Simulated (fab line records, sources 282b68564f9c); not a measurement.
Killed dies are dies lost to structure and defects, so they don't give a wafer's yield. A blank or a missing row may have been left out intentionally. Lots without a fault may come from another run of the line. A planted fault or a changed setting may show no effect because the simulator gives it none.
Struck lot and sound lot, side by side + flow rit-cmos + 14 out of 202 route steps
Sound: these wafers, L581.1, L581.2, L581.3. Wafers struck: L584.1, L584.3, L584.4. Last of all comes the cause.
Per side, at each step with rows, come the tool, then ch with its chambers, and then its first start. Under that, the readings that differ: sound wafers + struck wafers + difference of the means + sigmas: that difference in standard deviations of wafers without a fault.
alike: words and numbers the same on both sides, and readings whose means are apart by under 2 such deviations; not compared: readings that were withheld, readings missing a value for some wafer, numbers with overlapping values and no deviation given by the record, and bounds like >300 which may hide the same value.
Wherever a step has rows on one side only, a row that says differs or no value, or a row with sigmas, the two part there. When numbers do not overlap yet have no deviation, they are printed without sigmas and do not part them. A reading that every wafer of one side lacks parts them only if that side has two wafers or more.

first, 3 steps without rows for these wafers: RIT_NSD_EXPOSE_03 (exposes mask M9, target cd 40700 nm); RIT_NSD_PEB_04; RIT_NSD_DEVELOP_05 (develop time 50 s).
RIT_NSD_OVL_MEAS_06:
  sound: overlay-01 at day 4 19:17; struck: overlay-02 at day 5 10:42
  alike: NSD_OVL
then, 2 steps without rows for these wafers: RIT_NSD_HARDBAKE_07 (time 60 s); RIT_NSD_IMPLANT_08.
RIT_NSD_STRIP_09: strips in O2, time 180 s.
  sound on plasma-asher-01 ch 0,1, day 4 19:37; struck on plasma-asher-04 ch 0,1, day 5 11:02
  alike: drypump-motor-current-A
  not compared: rf-hours-counter-h
RIT_NSD_TW_MEAS_10:
  sound: film-metro-03 at day 4 19:47; struck: film-metro-04 at day 5 11:13
  alike: NSD_TW
then, 4 steps without rows for these wafers: RIT_PSD_HMDS_00 (prime time 60 s); RIT_PSD_COAT_01 (resist thk 1000 nm); RIT_PSD_SOFTBAKE_02 (time 60 s); RIT_PSD_EXPOSE_03 (exposes mask M10, target cd 40900 nm).
RIT_PSD_PEB_04:
  sound on litho-track-04 ch 0, day 4 20:37; struck on litho-track-04, day 5 11:50
| reading         | sound          | struck | difference                    | sigmas |
|-----------------|----------------|--------|-------------------------------|--------|
| exhaust-pa (Pa) | 44.2 43.6 43.1 | - - -  | no value on the struck wafers |        |
  not compared: chill-plate-temp-C
then, 1 step without rows for these wafers: RIT_PSD_DEVELOP_05 (develop time 50 s).

WHERE THEY PART
Within this record, at RIT_PSD_PEB_04 only.

WHY: what had been put in by the simulator
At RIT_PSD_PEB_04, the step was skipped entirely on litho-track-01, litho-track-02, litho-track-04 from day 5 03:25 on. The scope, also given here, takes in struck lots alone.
